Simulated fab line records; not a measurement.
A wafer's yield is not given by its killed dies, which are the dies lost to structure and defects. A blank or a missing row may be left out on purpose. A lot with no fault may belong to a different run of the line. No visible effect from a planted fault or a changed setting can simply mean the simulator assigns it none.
Code-filled problem report in 8D (eight disciplines) form / flow rit-cmos / the parts of the form that need people (team, actions taken, sign-off) are left out

## 1. WHAT IS WRONG
Wafers without a fault read 3249.9 rpm, standard deviation 2.1; spin-speed-rpm at RIT_PSD_COAT_01 reads a mean of 3413.1 rpm on 9 wafers belonging to 3 lots. That is +78 standard deviations from the usual mean.
The step: resist thk 1000 nm.
Earliest sighting: wafer L477.1 on litho-track-04 at day 4 16:14. At this step, 21 wafers from 7 lots have a number in the record. Rule for "out", or "out of limits": more than 4 standard deviations from the usual mean. All remaining wafers that have a number are taken as sound.

## 2. WHAT IT IS, AND WHAT IT ISN'T
question=which readings at this step | is=spin-speed-rpm | is not=-
question=which lots | is=L477, L480, L483 | is not=L473, L475, L488, L490
question=which wafers of those lots | is=all that have a number | is not=-
question=read on which tools | is=litho-track-04 | is not=litho-track-01
question=when | is=from day 4 16:14 | is not=up to then (6 sound wafers); but 6 sound wafers of L488, L490 came after

## 3. WHAT RULES OUT EACH SUSPECT
Counting: a tool at any process step up to the reading remains a suspect when it ran all the lots that are out and ran no sound lot after the first of those.
- litho-track-04 at RIT_PSD_COAT_01 (resist thk 1000 nm): kept. It ran every lot that is out, first L477 (day 4 16:14), and no sound lot after that; its last sound lot up to then is L475 (day 4 02:27). On those wafers its own readings are out: spin-speed-rpm.
Left after counting: litho-track-04 at RIT_PSD_COAT_01.

## 4. THE CAUSE (what the simulator had put in)
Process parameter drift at RIT_PSD_COAT_01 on litho-track-04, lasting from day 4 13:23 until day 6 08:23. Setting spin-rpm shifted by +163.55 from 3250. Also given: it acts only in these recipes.
Counting left only this tool.

## 5. THE CHAIN OF EFFECTS, in route order
Each row: a reading whose mean over the struck wafers that have a number lies more than 3 standard deviations from the usual. Scope: only readings with a usual standard deviation given in the record; hours: median across lots of the time from each lot's start at the first step in this table that gives one to its start at this step; sigmas: change in usual standard deviations.
hours=0; step=RIT_PSD_COAT_01; reading=spin-speed-rpm; usual=3249.9 rpm; on struck wafers=3413.1; change=+163.2; sigmas=+78
Process steps it contains:
- RIT_PSD_COAT_01: resist thk 1000 nm.
Later measuring or inspecting steps at which every struck wafer that the step has a row for has a number for every such reading, and none has moved that far: RIT_PSD_OVL_MEAS_06.

## 6. HOW IT WOULD HAVE BEEN CAUGHT EARLIER
In this record no reading fell out of limits until day 4 16:14, 3 hours after the fault had begun at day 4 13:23.
